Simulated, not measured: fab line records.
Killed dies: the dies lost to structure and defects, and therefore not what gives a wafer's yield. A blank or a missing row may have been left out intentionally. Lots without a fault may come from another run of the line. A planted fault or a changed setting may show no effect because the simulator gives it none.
Which tool was responsible? :: flow berkeley-cmos170 :: 14 lots with 42 wafers sampled at 6 steps, on a route of 331 steps

WHAT THE GAUGES SHOWED, per wafer
UCB170_ACTIVE_THK_MEAS_06. Usual: ACTIVE_NITRIDE_THK typically reads 220.0 nm, with standard deviation 1.8.
lot: L214
measured: day 4 12:34
on: film-metro-03
ACTIVE_NITRIDE_THK (nm): 219.8 219.2 218.5
flag: 

lot: L215
measured: day 4 22:24
on: film-metro-03
ACTIVE_NITRIDE_THK (nm): 224.7 224.9 222.9
flag: 

lot: L216
measured: day 5 10:05
on: film-metro-02
ACTIVE_NITRIDE_THK (nm): 218.8 218.7 219.3
flag: 

lot: L221
measured: day 6 03:46
on: film-metro-01
ACTIVE_NITRIDE_THK (nm): 220.2 218.4 218.4
flag: 

lot: L224
measured: day 7 02:13
on: film-metro-02
ACTIVE_NITRIDE_THK (nm): 221.4 220.2 220.4
flag: 

lot: L225
measured: day 7 13:58
on: film-metro-01
ACTIVE_NITRIDE_THK (nm): 221.7 220.1 220.4
flag: 

lot: L226
measured: day 7 23:04
on: film-metro-01
ACTIVE_NITRIDE_THK (nm): 218.0 218.5 217.8
flag: 

lot: L229
measured: day 8 12:08
on: film-metro-03
ACTIVE_NITRIDE_THK (nm): 221.8 222.7 221.1
flag: 

lot: L230
measured: day 8 12:08
on: film-metro-01
ACTIVE_NITRIDE_THK (nm): 218.9 218.9 220.4
flag: 

lot: L228
measured: day 8 12:08
on: film-metro-02
ACTIVE_NITRIDE_THK (nm): 220.3 219.3 220.2
flag: 

lot: L231
measured: day 9 06:40
on: film-metro-03
ACTIVE_NITRIDE_THK (nm): 220.1 219.6 218.9
flag: 

lot: L233
measured: day 9 18:17
on: film-metro-01
ACTIVE_NITRIDE_THK (nm): 220.0 218.6 220.2
flag: 

lot: L232
measured: day 9 18:18
on: film-metro-02
ACTIVE_NITRIDE_THK (nm): 217.8 218.1 219.7
flag: 

lot: L235
measured: day 10 07:14
on: film-metro-01
ACTIVE_NITRIDE_THK (nm): 219.7 219.3 221.1
flag: 

UCB170_PFIELD_TW_MEAS_09. Usual: PFIELD_TW typically reads 599, with standard deviation 5.
lot: L214
measured: day 4 16:56
on: film-metro-04
PFIELD_TW: 605 607 606
flag: 

lot: L215
measured: day 5 01:15
on: film-metro-01
PFIELD_TW: 596 596 597
flag: 

lot: L216
measured: day 5 13:55
on: film-metro-02
PFIELD_TW: 598 596 594
flag: 

lot: L221
measured: day 6 07:19
on: film-metro-02
PFIELD_TW: 596 595 595
flag: 

lot: L224
measured: day 7 05:35
on: film-metro-04
PFIELD_TW: 604 607 604
flag: 

lot: L225
measured: day 7 16:50
on: film-metro-04
PFIELD_TW: 604 608 607
flag: 

lot: L226
measured: day 8 05:10
on: film-metro-02
PFIELD_TW: 600 597 601
flag: 

lot: L229
measured: day 8 16:37
on: film-metro-02
PFIELD_TW: 599 599 596
flag: 

lot: L230
measured: day 8 16:31
on: film-metro-01
PFIELD_TW: 599 597 593
flag: 

lot: L228
measured: day 8 16:45
on: film-metro-01
PFIELD_TW: 594 595 595
flag: 

lot: L231
measured: day 9 09:21
on: film-metro-01
PFIELD_TW: 594 594 589
flag: 

lot: L233
measured: day 9 20:58
on: film-metro-02
PFIELD_TW: 598 590 593
flag: 

lot: L232
measured: day 9 21:09
on: film-metro-02
PFIELD_TW: 592 591 593
flag: 

lot: L235
measured: day 10 11:07
on: film-metro-04
PFIELD_TW: 603 604 607
flag: 

UCB170_GATE_THK_MEAS_05. Usual: GATE_POLY_THK typically reads 214.2 nm, with standard deviation 1.9.
lot: L214
measured: day 7 09:59
on: film-metro-04
GATE_POLY_THK (nm): 211.6 211.4 211.9
flag: 

lot: L215
measured: day 7 22:41
on: film-metro-02
GATE_POLY_THK (nm): 218.2 218.5 218.2
flag: 

lot: L216
measured: day 8 20:45
on: film-metro-03
GATE_POLY_THK (nm): 217.0 217.1 217.0
flag: 

lot: L221
measured: day 9 15:32
on: film-metro-03
GATE_POLY_THK (nm): 213.3 213.9 214.1
flag: 

lot: L224
measured: day 10 09:34
on: film-metro-04
GATE_POLY_THK (nm): 212.5 213.3 212.1
flag: 

lot: L225
measured: day 11 05:22
on: film-metro-04
GATE_POLY_THK (nm): 146.0 146.8 146.1
flag: OFF

lot: L226
measured: day 11 05:22
on: film-metro-02
GATE_POLY_THK (nm): 145.0 143.9 145.4
flag: OFF

lot: L229
measured: day 11 19:16
on: film-metro-02
GATE_POLY_THK (nm): 212.4 211.6 210.7
flag: 

lot: L230
measured: day 11 19:16
on: film-metro-03
GATE_POLY_THK (nm): 213.3 213.5 212.2
flag: 

lot: L228
measured: day 11 19:16
on: film-metro-04
GATE_POLY_THK (nm): 214.6 213.7 215.3
flag: 

lot: L231
measured: day 12 08:48
on: film-metro-02
GATE_POLY_THK (nm): 212.2 212.9 211.8
flag: 

lot: L233
measured: day 12 19:41
on: film-metro-04
GATE_POLY_THK (nm): 213.2 212.1 213.8
flag: 

lot: L232
measured: day 12 19:42
on: film-metro-03
GATE_POLY_THK (nm): 213.3 215.6 213.0
flag: 

lot: L235
measured: day 13 09:05
on: film-metro-03
GATE_POLY_THK (nm): 211.4 214.1 212.1
flag: 

UCB170_NLDD_OVL_MEAS_07. Usual: NLDD_OVL typically reads 0 nm, with standard deviation 5.8.
lot: L214
measured: day 7 15:10
on: overlay-02
NLDD_OVL (nm): -8 -15 -10
flag: 

lot: L215
measured: day 8 05:16
on: overlay-02
NLDD_OVL (nm): 1 -10 0
flag: 

lot: L216
measured: day 9 02:22
on: overlay-01
NLDD_OVL (nm): -2 9 3
flag: 

lot: L221
measured: day 9 19:52
on: overlay-02
NLDD_OVL (nm): -10 -4 -6
flag: 

lot: L224
measured: day 10 14:27
on: overlay-02
NLDD_OVL (nm): -5 -1 -7
flag: 

lot: L225
measured: day 11 13:58
on: overlay-02
NLDD_OVL (nm): -5 1 0
flag: 

lot: L226
measured: day 11 14:21
on: overlay-01
NLDD_OVL (nm): 0 0 2
flag: 

lot: L229
measured: day 12 00:14
on: overlay-01
NLDD_OVL (nm): 3 0 2
flag: 

lot: L230
measured: day 12 00:57
on: overlay-02
NLDD_OVL (nm): 6 9 0
flag: 

lot: L228
measured: day 12 01:18
on: overlay-01
NLDD_OVL (nm): -2 9 -7
flag: 

lot: L231
measured: day 12 15:44
on: overlay-02
NLDD_OVL (nm): -10 -11 -6
flag: 

lot: L233
measured: day 13 02:04
on: overlay-02
NLDD_OVL (nm): -1 10 5
flag: 

lot: L232
measured: day 13 01:54
on: overlay-02
NLDD_OVL (nm): 6 6 2
flag: 

lot: L235
measured: day 13 15:20
on: overlay-01
NLDD_OVL (nm): -3 -6 0
flag: 

WHICH TOOL RAN EACH LOT (tool, then ch and the chambers of the sampled wafers, then the start)
lot: L214
UCB170_GATE_CVD_04: lpcvd-02 ch 0, day 7 08:35
UCB170_GATE_ETCH_15: rie-si-01 ch 1,2,3, day 7 11:28

lot: L215
UCB170_GATE_CVD_04: lpcvd-01 ch 1, day 7 21:16
UCB170_GATE_ETCH_15: rie-si-02 ch 1,2,3, day 7 23:46

lot: L216
UCB170_GATE_CVD_04: lpcvd-02 ch 0, day 8 19:18
UCB170_GATE_ETCH_15: rie-si-01 ch 0,3, day 8 22:10

lot: L221
UCB170_GATE_CVD_04: lpcvd-01 ch 1, day 9 14:08
UCB170_GATE_ETCH_15: rie-si-01 ch 1,2,3, day 9 16:38

lot: L224
UCB170_GATE_CVD_04: lpcvd-01 ch 1, day 10 08:09
UCB170_GATE_ETCH_15: rie-si-01 ch 1,2,3, day 10 10:53

lot: L225
UCB170_GATE_CVD_04: lpcvd-01 ch 1, day 11 03:58
UCB170_GATE_ETCH_15: rie-si-01 ch 1,2, day 11 06:57

lot: L226
UCB170_GATE_CVD_04: lpcvd-01 ch 0, day 11 03:58
UCB170_GATE_ETCH_15: rie-si-02 ch 0,1,3, day 11 07:13

lot: L229
UCB170_GATE_CVD_04: lpcvd-02 ch 1, day 11 17:52
UCB170_GATE_ETCH_15: rie-si-01 ch 1,2,3, day 11 20:22

lot: L230
UCB170_GATE_CVD_04: lpcvd-02 ch 1, day 11 17:52
UCB170_GATE_ETCH_15: rie-si-02 ch 0,3, day 11 20:29

lot: L228
UCB170_GATE_CVD_04: lpcvd-02 ch 0, day 11 17:52
UCB170_GATE_ETCH_15: rie-si-01 ch 1,3, day 11 20:43

lot: L231
UCB170_GATE_CVD_04: lpcvd-02 ch 0, day 12 07:24
UCB170_GATE_ETCH_15: rie-si-02 ch 0,1,2, day 12 11:40

lot: L233
UCB170_GATE_CVD_04: lpcvd-02 ch 1, day 12 18:17
UCB170_GATE_ETCH_15: rie-si-02 ch 0,2,3, day 12 21:35

lot: L232
UCB170_GATE_CVD_04: lpcvd-02 ch 0, day 12 18:17
UCB170_GATE_ETCH_15: rie-si-01 ch 1,2,3, day 12 21:24

lot: L235
UCB170_GATE_CVD_04: lpcvd-02 ch 1, day 13 07:41
UCB170_GATE_ETCH_15: rie-si-02 ch 0,1, day 13 10:37
- UCB170_GATE_CVD_04: deposits poly-Si from SiH4, time 1440 s, target thk 214 nm.
- UCB170_GATE_ETCH_15: etches poly-Si in HBr/Cl2, stops on SiO2, time 56.3 s, target depth 278.2 nm.

WHAT THE TOOLS THEMSELVES READ (means of the sampled wafers that have a number; where no wafer has one, the mark that the record gives instead)
UCB170_GATE_CVD_04. Usual: pressure-mtorr 375.0 mTorr, standard deviation 0.86; spike-tc-source-C 628.9 C, standard deviation 2.1.
lot: L214
tool: lpcvd-02
pressure-mtorr (mTorr): 374.7
spike-tc-source-C (C): 631.8
flag: 

lot: L215
tool: lpcvd-01
pressure-mtorr (mTorr): 374.3
spike-tc-source-C (C): 629.1
flag: 

lot: L216
tool: lpcvd-02
pressure-mtorr (mTorr): 374.9
spike-tc-source-C (C): 629.9
flag: 

lot: L221
tool: lpcvd-01
pressure-mtorr (mTorr): 375.8
spike-tc-source-C (C): 629.0
flag: 

lot: L224
tool: lpcvd-01
pressure-mtorr (mTorr): 375.7
spike-tc-source-C (C): 629.2
flag: 

lot: L225
tool: lpcvd-01
pressure-mtorr (mTorr): 375.9
spike-tc-source-C (C): 629.6
flag: 

lot: L226
tool: lpcvd-01
pressure-mtorr (mTorr): 374.2
spike-tc-source-C (C): 625.4
flag: 

lot: L229
tool: lpcvd-02
pressure-mtorr (mTorr): 374.9
spike-tc-source-C (C): 630.5
flag: 

lot: L230
tool: lpcvd-02
pressure-mtorr (mTorr): 374.9
spike-tc-source-C (C): 630.0
flag: 

lot: L228
tool: lpcvd-02
pressure-mtorr (mTorr): 376.0
spike-tc-source-C (C): 630.6
flag: 

lot: L231
tool: lpcvd-02
pressure-mtorr (mTorr): 376.1
spike-tc-source-C (C): 630.5
flag: 

lot: L233
tool: lpcvd-02
pressure-mtorr (mTorr): 373.6
spike-tc-source-C (C): 629.7
flag: 

lot: L232
tool: lpcvd-02
pressure-mtorr (mTorr): 374.9
spike-tc-source-C (C): 630.3
flag: 

lot: L235
tool: lpcvd-02
pressure-mtorr (mTorr): 374.8
spike-tc-source-C (C): 629.4
flag: 

UCB170_GATE_ETCH_15. Usual: HBr_flow_sccm 150.1 sccm, standard deviation 0.45; drypump-motor-current-A 5.8 A, standard deviation 0.32; oes-product-au 0.828 a.u., standard deviation 0.01; throttle-valve-pct 26.57 %, standard deviation 0.23.
lot: L214
tool: rie-si-01
HBr_flow_sccm (sccm): 149.9
drypump-motor-current-A (A): 5.9
oes-product-au (a.u.): 0.827
throttle-valve-pct (%): 26.68
flag: 

lot: L215
tool: rie-si-02
HBr_flow_sccm (sccm): 150.4
drypump-motor-current-A (A): 5.5
oes-product-au (a.u.): 0.843
throttle-valve-pct (%): 26.47
flag: 

lot: L216
tool: rie-si-01
HBr_flow_sccm (sccm): 150.2
drypump-motor-current-A (A): 5.7
oes-product-au (a.u.): 0.830
throttle-valve-pct (%): 26.37
flag: 

lot: L221
tool: rie-si-01
HBr_flow_sccm (sccm): 150.2
drypump-motor-current-A (A): 5.9
oes-product-au (a.u.): 0.826
throttle-valve-pct (%): 26.74
flag: 

lot: L224
tool: rie-si-01
HBr_flow_sccm (sccm): 150.0
drypump-motor-current-A (A): 5.9
oes-product-au (a.u.): 0.820
throttle-valve-pct (%): 26.74
flag: 

lot: L225
tool: rie-si-01
HBr_flow_sccm (sccm): 150.3
drypump-motor-current-A (A): 5.9
oes-product-au (a.u.): 0.653
throttle-valve-pct (%): 26.92
flag: OFF

lot: L226
tool: rie-si-02
HBr_flow_sccm (sccm): 150.1
drypump-motor-current-A (A): 5.8
oes-product-au (a.u.): 0.649
throttle-valve-pct (%): 26.42
flag: OFF

lot: L229
tool: rie-si-01
HBr_flow_sccm (sccm): 150.0
drypump-motor-current-A (A): 5.9
oes-product-au (a.u.): 0.821
throttle-valve-pct (%): 26.74
flag: 

lot: L230
tool: rie-si-02
HBr_flow_sccm (sccm): 150.3
drypump-motor-current-A (A): 5.9
oes-product-au (a.u.): 0.826
throttle-valve-pct (%): 26.45
flag: 

lot: L228
tool: rie-si-01
HBr_flow_sccm (sccm): 149.9
drypump-motor-current-A (A): 5.8
oes-product-au (a.u.): 0.828
throttle-valve-pct (%): 26.85
flag: 

lot: L231
tool: rie-si-02
HBr_flow_sccm (sccm): 150.0
drypump-motor-current-A (A): 5.6
oes-product-au (a.u.): 0.824
throttle-valve-pct (%): 26.50
flag: 

lot: L233
tool: rie-si-02
HBr_flow_sccm (sccm): 149.7
drypump-motor-current-A (A): 5.7
oes-product-au (a.u.): 0.831
throttle-valve-pct (%): 26.54
flag: 

lot: L232
tool: rie-si-01
HBr_flow_sccm (sccm): 150.4
drypump-motor-current-A (A): 5.9
oes-product-au (a.u.): 0.824
throttle-valve-pct (%): 26.74
flag: 

lot: L235
tool: rie-si-02
HBr_flow_sccm (sccm): 149.8
drypump-motor-current-A (A): 5.7
oes-product-au (a.u.): 0.821
throttle-valve-pct (%): 26.39
flag: 

THE ANSWER, worked out from the rows above alone
Rule: lot off if the mean of its wafers having a number is beyond 3 standard deviations from the usual mean. Also off: a lot with no number at a reading for which 4 or more lots have one. Any other lot the step has rows for is counted as sound. First the gauges in route order, then the tools' own readings, where a lot's mean is used as printed above. The first step at which some lot is off is used, and at that step the reading that is off furthest; a lot without a number counts as furthest.
Off: L225, L226, seen at UCB170_GATE_THK_MEAS_05 (GATE_POLY_THK).
A tool fits if, at a process step before that reading, it ran every lot that is off, and no sound lot after the first of them. The gauges at UCB170_GATE_THK_MEAS_05 aren't tried: what is off there is off at UCB170_GATE_ETCH_15 too, on other tools, and a gauge's error can't cause that. One fits: lpcvd-01 at UCB170_GATE_CVD_04. Its last sound lot is L224 (day 10 08:09), its first lot that is off L225 (day 11 03:58): a fault that began between those two fits.

WHAT HAD BEEN PUT IN BY THE SIMULATOR
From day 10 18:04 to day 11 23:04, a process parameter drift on lpcvd-01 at UCB170_GATE_CVD_04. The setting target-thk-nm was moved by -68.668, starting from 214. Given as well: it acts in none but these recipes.
Struck lots among those shown: L225, L226. Same finding as the rule above.
